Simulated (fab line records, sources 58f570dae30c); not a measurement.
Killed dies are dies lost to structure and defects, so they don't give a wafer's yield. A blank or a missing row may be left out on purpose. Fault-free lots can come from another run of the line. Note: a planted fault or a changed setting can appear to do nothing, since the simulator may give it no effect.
The same fault as seen by 2 desks + flow berkeleyCmos170 + each desk has only its own numbers; what lay behind them comes last

== FROM THE METROLOGY DESK ==
What the gauges read for every lot (on any tool): the sampled wafers with a number, averaged. Any lot whose mean is over 4 standard deviations away from the usual mean is out of limits and marked OUT; that distance is given in the brackets. It has 11 readings; the 7 that lie furthest out on some lot are the ones shown.
Columns: A = FIELD_OXIDE_THK at UCB170_FIELD_THK_MEAS_02, usual 562 nm; B = FIELD_OXIDE_LEFT_1_THK at UCB170_FIELD_THK_MEAS_90, usual 445 nm; C = NVT_OVL at UCB170_NVT_OVL_MEAS_06, usual 6 nm; D = NVT_TW at UCB170_NVT_TW_MEAS_09, usual 527; E = PVT_TW at UCB170_PVT_TW_MEAS_09, usual 507; F = FIELD_OXIDE_LEFT_2_THK at UCB170_FIELD_THK_MEAS_91, usual 357 nm; G = GATE_POLY_THK at UCB170_GATE_THK_MEAS_05, usual 213.3 nm
| lot  | first seen here | A   | B   | C  | D   | E   | F   | G     |
|------|-----------------|-----|-----|----|-----|-----|-----|-------|
| L400 | day 5 02:59     | 543 | 427 | -1 | 537 | 507 | 339 | 213.4 |
| L407 | day 6 02:26     | 543 | 426 | -1 | 521 | 506 | 337 | 213.4 |
| L412 | day 7 04:21     | 552 | 435 | 14 | 528 | 504 | 347 | 214.7 |
| L415 | day 7 19:28     | 565 | 449 | -3 | 521 | 504 | 361 | 215.6 |
| L418 | day 8 07:08     | 564 | 449 | 9  | 522 | 505 | 362 | 212.9 |
| L420 | day 9 00:02     | 558 | 442 | 8  | 523 | 513 | 354 | 213.1 |
| L421 | day 9 02:56     | 578 | 461 | -5 | 529 | 506 | 373 | 209.2 |
This desk's verdict: no lot among the 7 shows anything out of limits.

== DESK OF THE TOOL OWNER: furnace-03 ==
At UCB170_SCREENOX_ANNEAL_03 (time 900 s), the tool's own readings, given per lot that ran on this tool as the mean of the sampled wafers with a number. Any lot whose mean is over 4 standard deviations away from the usual mean is out of limits and marked OUT; that distance is given in the brackets.
Columns: A = zonePowerCentrePct at UCB170_SCREENOX_ANNEAL_03, usual 42.0 %
| lot  | first seen here | A    |
|------|-----------------|------|
| L412 | day 7 23:49     | 43.6 |
| L415 | day 8 11:38     | 43.2 |
| L418 | day 8 22:12     | 43.1 |
| L420 | day 9 20:01     | 43.3 |
| L421 | day 9 20:01     | 43.0 |
This desk's verdict: no lot among the 5 shows anything out of limits.

== ALL TOGETHER ==
From the metrology desk's view, nothing was out of limits.
The tool owner's desk saw nothing out of limits.

== WHAT THE SIMULATOR HAD INSERTED ==
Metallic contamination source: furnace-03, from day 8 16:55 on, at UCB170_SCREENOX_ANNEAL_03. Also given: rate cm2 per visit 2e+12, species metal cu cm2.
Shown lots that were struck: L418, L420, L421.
